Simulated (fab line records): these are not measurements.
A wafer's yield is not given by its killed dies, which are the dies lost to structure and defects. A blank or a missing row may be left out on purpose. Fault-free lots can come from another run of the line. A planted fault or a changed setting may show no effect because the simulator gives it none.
Struck lot and sound lot, side by side ; flow berkeley_cmos170 ; 17 steps out of a route of 331
Sound: these wafers, L359.1, L359.2, L359.4. Wafers L374.1, L374.4, L374.6 were the ones struck. Last of all comes the cause.
Each step with rows lists, per side, the tool, then ch with its chambers, then its first start. Under that, the readings that differ: sound wafers ; struck wafers ; difference of the means ; sigmas: that difference in standard deviations of wafers without a fault.
alike: same words and numbers on both sides, and readings whose means sit less than 2 such deviations apart. not compared: any withheld reading, any reading some wafer has no value for, any bound like >300 that may hide the same value, and any number with overlapping values for which the record gives no deviation.
The two part at a step that has a row with sigmas, a row that says differs or no value, or rows on one side only. Numbers that don't overlap but have no deviation are shown without sigmas and don't part them. Lack of a reading on every wafer of one side parts them only where that side has two or more wafers.

UCB170_ZERO_ETCH_06: etches SiO2 in CHF3/CF4/Ar, time 12 s.
  sound on rie_diel-01 ch 1,2,3, day 2 21:28; struck on rie_diel-04 ch 1,3, day 5 17:37
  alike: drypump_motor_current_A, oes_product_au, throttle_valve_pct
  not compared: rf_hours_counter_h
UCB170_ZERO_STRIP_07: strips in O2.
  sound on plasma_asher-03 ch 0,1, day 2 21:29; struck on plasma_asher-03 ch 0,1, day 5 17:38
  alike: drypump_motor_current_A, oes_product_au, strip_time_to_endpoint_s
  not compared: rf_hours_counter_h
then, 2 steps without rows for these wafers: UCB170_NWELL_WET_ETCH_00 (etches SiO2 in dHF, time 200 s); UCB170_NWELL_OXIDATION_01 (target thk 26.4 nm, ox time 1260 s).
UCB170_NWELL_THK_MEAS_02:
  sound on film_metro-03, day 3 13:11; struck on film_metro-02, day 5 23:08
  alike: NWELL_OXIDE_THK
then, 2 steps without rows for these wafers: UCB170_NWELL_ANNEAL_03 (time 900 s); UCB170_NWELL_CVD_04 (deposits Si3N4 from SiH2Cl2/NH3, target thk 224 nm, time 3360 s).
UCB170_NWELL_THK_MEAS_05:
  sound on film_metro-01, day 3 21:57; struck on film_metro-03, day 6 06:48
  alike: NWELL_NITRIDE_THK
then, 4 steps without rows for these wafers: UCB170_NWELL_HMDS_06 (prime time 60 s); UCB170_NWELL_COAT_07 (resist thk 900 nm); UCB170_NWELL_SOFTBAKE_08 (time 60 s); UCB170_NWELL_EXPOSE_09 (exposes mask NWELL, target cd 3000 nm).
UCB170_NWELL_PEB_10:
  sound on litho_track-04 ch 0, day 3 22:35; struck on litho_track-04 ch 0, day 6 09:00
reading;sound;struck;difference;sigmas
heater_power_total_W (W);56.81 56.78 56.79;58.82 58.82 58.79;+2.02;+42
plate_temp_C (C);129.96 129.83 129.74;133.26 133.33 133.28;+3.45;+25
then, 1 step without rows for these wafers: UCB170_NWELL_DEVELOP_11 (develop time 45 s).
UCB170_NWELL_OVL_MEAS_12:
  sound on overlay-01, day 3 22:52; struck on overlay-01, day 6 10:02
  alike: NWELL_OVL
UCB170_NWELL_ETCH_13: etches Si3N4 in CH3F/Ar/O2, stops on SiO2, target depth 246.4 nm, time 154 s.
  sound on rie_diel-03 ch 0,1,2, day 3 22:53; struck on rie_diel-02 ch 0,2,3, day 6 10:04
reading;sound;struck;difference;sigmas
model.NWELL.cd_nm (nm);2999 3000 2999;3019 3020 3019;+20;
  alike: drypump_motor_current_A, oes_product_au, throttle_valve_pct
  not compared: rf_hours_counter_h
after that, 1 step had no rows for these wafers: UCB170_NWELL_IMPLANT_14.

WHERE THEY PART
Only at UCB170_NWELL_PEB_10, within this record. Later steps at which nothing parts them and some readings are alike: UCB170_NWELL_OVL_MEAS_12, UCB170_NWELL_ETCH_13.

WHY: whatever the simulator had introduced
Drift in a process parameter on litho_track-04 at UCB170_NWELL_PEB_10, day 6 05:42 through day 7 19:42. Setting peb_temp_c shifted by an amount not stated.
